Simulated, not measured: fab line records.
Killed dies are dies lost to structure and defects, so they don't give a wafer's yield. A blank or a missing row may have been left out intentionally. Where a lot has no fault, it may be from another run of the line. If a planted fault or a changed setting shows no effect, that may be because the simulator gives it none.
2 desks looking at one fault + flow berkeleyCmos170 + each desk holds nothing but its own numbers, with what lay behind them at the end

## METROLOGY DESK
What the gauges read, lot by lot, whatever tool the lot ran on: means of the sampled wafers that have a number. The brackets show how far a lot's mean lies from the usual mean; more than 4 standard deviations puts the lot out of limits, marked OUT.
Columns: A = V1_POLISHED_THK at UCB170_V1_THK_MEAS_04, usual 1000.2 nm
| lot  | first seen here | A                |
|------|-----------------|------------------|
| L160 | day 7 20:55     | 1000.8           |
| L162 | day 8 08:01     | 998.7            |
| L164 | day 8 08:01     | 998.3            |
| L165 | day 8 22:15     | 999.9            |
| L167 | day 9 15:14     | 1000.1           |
| L168 | day 9 15:14     | 998.4            |
| L170 | day 10 02:01    | 1001.0           |
| L169 | day 10 02:17    | 1001.4           |
| L172 | day 10 15:46    | 1002.0           |
| L178 | day 11 01:08    | 1118.5 (+99) OUT |
| L181 | day 12 04:27    | 999.8            |
| L180 | day 12 08:46    | 1000.3           |
| L182 | day 12 20:28    | 1000.2           |
Finding of this desk: L178 out of limits, first seen on L178 at day 11 01:08 (V1_POLISHED_THK at UCB170_V1_THK_MEAS_04). Within limits: L160, L162, L164, L165, L167, L168, L170, L169, L172, L181, L180, L182.

## TOOL OWNER'S DESK, cmp-02
The tool's own readings at UCB170_V1_CMP_02 (polishes SiO2): means of the sampled wafers that have a number, for each lot that ran on this tool. The brackets show how far a lot's mean lies from the usual mean; more than 4 standard deviations puts the lot out of limits, marked OUT.
Columns: A = motorCurrentA at UCB170_V1_CMP_02, usual 15.9 A
| lot  | first seen here | A    |
|------|-----------------|------|
| L164 | day 8 07:35     | 15.6 |
| L165 | day 8 21:58     | 16.7 |
| L168 | day 9 14:48     | 15.3 |
| L170 | day 10 01:34    | 16.4 |
| L178 | day 11 00:43    | 16.5 |
This desk's verdict: no lot among the 5 shows anything out of limits.

## TAKEN TOGETHER
The metrology desk could have raised an alarm at day 11 01:08, on L178.
The tool owner's desk saw nothing out of limits.
Tool owner's desk: L178 on record, inside its limits.
All the named lots went through UCB170_V1_CMP_02 on cmp-02.

## WHAT THE SIMULATOR HAD INSERTED
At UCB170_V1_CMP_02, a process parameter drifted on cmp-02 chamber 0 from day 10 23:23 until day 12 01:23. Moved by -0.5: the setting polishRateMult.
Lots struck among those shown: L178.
Hours from the fault's start to each desk's first reading out of limits: the metrology desk, 2.
